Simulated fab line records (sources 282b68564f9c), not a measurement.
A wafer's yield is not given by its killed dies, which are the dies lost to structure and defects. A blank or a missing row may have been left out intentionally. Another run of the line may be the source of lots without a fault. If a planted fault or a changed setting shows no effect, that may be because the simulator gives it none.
A lot that was struck, set against a sound lot || flow rit cmos || 45 steps out of a route of 202
Sound: these wafers, L333.1, L333.4, L333.6. Wafers struck: L336.3, L336.5, L336.6. At the end, the cause is stated.
Each step with rows lists, per side, the tool, then ch with its chambers, then its first start. Under that, the readings that differ: sound wafers || struck wafers || difference of the means || sigmas: that difference in standard deviations of wafers without a fault.
alike: readings with means less than 2 such deviations apart, plus words and numbers identical on both sides. not compared: withheld readings, readings lacking a value on some wafer, bounds such as >300 that could conceal the same value, and numbers that have no deviation in the record and whose values overlap.
A row with sigmas, a row that says differs or no value, or rows on one side alone: a step with any of these is where the two part. Numbers that don't overlap but have no deviation are shown without sigmas and don't part them. A reading that every wafer of one side lacks parts them only if that side has two wafers or more.

first, 1 step without rows for these wafers: RIT_ACTIVE_DEVELOP_10 (develop time 50 s).
RIT_ACTIVE_CD_MEAS_11: the cd target is 1400 nm.
  struck on cd sem-01, day 4 04:25; sound on cd sem-02, day 3 13:01
  alike: cd nm
then, 1 step without rows for these wafers: RIT_ACTIVE_HARDBAKE_12 (time 60 s).
RIT_ACTIVE_ETCH_13: etches Si3N4 in SF6, stops on SiO2, time 210 s, target depth 210 nm.
  sound on rie diel-03 ch 0,1,2, day 3 13:17; struck on rie diel-04 ch 0,1,2, day 4 04:39
  alike: drypump motor current A, oes product au, throttle valve pct
  not compared: rf hours counter h
RIT_ACTIVE_STRIP_14: strips in O2, time 180 s.
  sound on plasma asher-02 ch 0,1, day 3 13:26; struck on plasma asher-01 ch 0,1, day 4 04:50
  alike: drypump motor current A
  not compared: rf hours counter h
RIT_ACTIVE_CD_MEAS_90: the cd target is 1400 nm.
  struck on cd sem-01, day 4 05:00; sound on cd sem-01, day 3 13:36
  alike: cd nm
then, 4 steps without rows for these wafers: RIT_ACTIVE_CLEAN_15 (cleans in SC1, time 600 s); RIT_ACTIVE_CLEAN_16 (cleans in dHF, time 30 s); RIT_ACTIVE_CLEAN_17 (cleans in SC2, time 600 s); RIT_FOX1_OXIDATION_00 (target thk 350.7 nm, ox time 1130 s).
RIT_FOX1_THK_MEAS_01:
  struck on film metro-01, day 4 06:59; sound on film metro-04, day 3 17:18
  alike: FOX1_OXIDE_THK
then, 1 step without rows for these wafers: RIT_FOX1_WET_ETCH_02 (etches SiO2 in BOE, target depth 350 nm, time 390 s).
RIT_FOX2_OXIDATION_00: target thk 350.7 nm, ox time 1130 s.
  sound on furnace-01 ch 0, day 3 17:51; struck on furnace-01 ch 0, day 4 07:38
{"reading": "model.SiO2_of_FOX2_OXIDATION_00.thk nm (nm)", "sound": "358.3 359.9 361.1", "struck": "446.9 448.6 447.3", "difference": "+87.8", "sigmas": ""}
  alike: zone power load pct
RIT_FOX2_THK_MEAS_01:
  struck on film metro-01, day 4 08:58; sound on film metro-01, day 3 19:10
{"reading": "FOX2_OXIDE_THK (nm)", "sound": "358 360 361", "struck": "447 449 447", "difference": "+88", "sigmas": "+18"}
then, 2 steps without rows for these wafers: RIT_FOX2_CLEAN_02 (cleans in dHF, time 180 s); RIT_FOX2_WET_ETCH_03 (etches Si3N4 in H3PO4, target depth 195 nm, time 2700 s).
RIT_FOX2_THK_MEAS_90:
  struck on film metro-02, day 4 09:50; sound on film metro-01, day 3 20:02
{"reading": "FIELD_OXIDE_LEFT_1_THK (nm)", "sound": "331 333 334", "struck": "420 422 420", "difference": "+88", "sigmas": "+18"}
then, 6 steps without rows for these wafers: RIT_NWELL_HMDS_00 (prime time 60 s); RIT_NWELL_COAT_01 (resist thk 1300 nm); RIT_NWELL_SOFTBAKE_02 (time 60 s); RIT_NWELL_EXPOSE_03 (exposes mask M2, target cd 43900 nm); RIT_NWELL_PEB_04; RIT_NWELL_DEVELOP_05 (develop time 68 s).
RIT_NWELL_OVL_MEAS_06:
  struck on overlay-01, day 4 10:55; sound on overlay-02, day 3 21:15
  alike: NWELL_OVL
then, 2 steps without rows for these wafers: RIT_NWELL_HARDBAKE_07 (time 120 s); RIT_NWELL_IMPLANT_08.
RIT_NWELL_STRIP_09: strips in O2, time 180 s.
  sound on plasma asher-03 ch 0,1, day 3 21:41; struck on plasma asher-04 ch 0,1, day 4 11:35
  alike: drypump motor current A
  not compared: rf hours counter h
RIT_NWELL_TW_MEAS_10:
  struck on film metro-04, day 4 11:44; sound on film metro-02, day 3 21:52
{"reading": "NWELL_TW", "sound": "2167 2183 2161", "struck": "2101 2096 2085", "difference": -76, "sigmas": -2}
then, 6 steps without rows for these wafers: RIT_PWELL_HMDS_00 (prime time 60 s); RIT_PWELL_COAT_01 (resist thk 1300 nm); RIT_PWELL_SOFTBAKE_02 (time 60 s); RIT_PWELL_EXPOSE_03 (exposes mask M3, target cd 43700 nm); RIT_PWELL_PEB_04; RIT_PWELL_DEVELOP_05 (develop time 68 s).
RIT_PWELL_OVL_MEAS_06:
  struck on overlay-01, day 4 12:40; sound on overlay-02, day 3 23:02
{"reading": "PWELL_OVL (nm)", "sound": "-0.6 -0.9 -2.1", "struck": "2.1 1.4 0.8", "difference": "+2.6", "sigmas": "+2"}
then, 2 steps without rows for these wafers: RIT_PWELL_HARDBAKE_07 (time 120 s); RIT_PWELL_IMPLANT_08.
RIT_PWELL_STRIP_09: strips in O2, time 180 s.
  sound on plasma asher-02 ch 0,1, day 3 23:28; struck on plasma asher-02 ch 0,1, day 4 13:08
  alike: drypump motor current A
  not compared: rf hours counter h
RIT_PWELL_TW_MEAS_10:
  struck on film metro-04, day 4 13:17; sound on film metro-03, day 3 23:38
  alike: PWELL_TW
then, 1 step without rows for these wafers: RIT_WELLDRIVE_ANNEAL_00 (time 14700 s).
RIT_WELLDRIVE_RS_MEAS_01: the measuring method here is four-point-probe.
  struck on film metro-04, day 4 20:39; sound on film metro-02, day 4 06:33
  alike: NWELL_RS
RIT_WELLDRIVE_RS_MEAS_02: the measuring method here is four-point-probe.
  struck on film metro-04, day 4 20:46; sound on film metro-02, day 4 06:40
  alike: PWELL_RS
RIT_FOX2_THK_MEAS_91:
  struck on film metro-01, day 5 00:40; sound on film metro-02, day 4 10:36
{"reading": "FIELD_OXIDE_LEFT_2_THK (nm)", "sound": "263 265 266", "struck": "351 353 352", "difference": "+87", "sigmas": "+18"}
RIT_SILICIDE_WET_ETCH_00: etches SiO2 in BOE, target depth 14 nm, time 15 s.
  sound on wet bench-01 ch 2, day 5 07:55; struck on wet bench-04 ch 3, day 5 19:22
{"reading": "model.SiO2_of_FOX2_OXIDATION_00.thk nm (nm)", "sound": "159 160.2 162.2", "struck": "246.8 248.1 246.1", "difference": "+86.5", "sigmas": ""}
  alike: bath heat duty pct
RIT_M1_PROBE_99:
  struck on prober-01, day 6 02:31; sound on prober-02, day 5 14:58
{"reading": "killed_at_M0_to_M3", "sound": "0 0 1", "struck": "0 0 0", "difference": "+0", "sigmas": -4}
{"reading": "model.etest.pldd.width nm (nm)", "sound": "3124 3164 3175", "struck": "3031 3012 3036", "difference": -128, "sigmas": ""}
{"reading": "model.etest.nldd.width nm (nm)", "sound": "3134 3159 3148", "struck": "3038 3020 3021", "difference": -121, "sigmas": ""}
{"reading": "model.etest.pplus sal.width nm (nm)", "sound": "3418 3430 3434", "struck": "3341 3354 3357", "difference": -77, "sigmas": ""}
{"reading": "model.etest.nplus sal.width nm (nm)", "sound": "3400 3429 3428", "struck": "3356 3355 3391", "difference": -52, "sigmas": ""}
{"reading": "model.etest.pwell.rs ohm sq", "sound": "418.4 422.8 421.6", "struck": "470 467.2 466.8", "difference": "+47", "sigmas": ""}
{"reading": "model.etest.nmos narrow.drive ua um", "sound": "220.6 219.6 223.4", "struck": "197.8 190.7 200.1", "difference": -25.0, "sigmas": ""}
{"reading": "model.etest.pmos narrow.drive ua um", "sound": "102.3 99.21 101.1", "struck": "91.79 88.63 91.64", "difference": -10.18, "sigmas": ""}
{"reading": "model.etest.field n.vt v (V)", "sound": "35.74 36.01 36.16", "struck": "45.64 45.65 45.56", "difference": "+9.65", "sigmas": ""}
  alike: killed at contacts, killed at front end, killed dies, killed open, killed short

== WHERE THEY PART ==
Earliest at RIT_FOX2_THK_MEAS_01; latest, in this record, at RIT_M1_PROBE_99.

WHY: what had been put in by the simulator
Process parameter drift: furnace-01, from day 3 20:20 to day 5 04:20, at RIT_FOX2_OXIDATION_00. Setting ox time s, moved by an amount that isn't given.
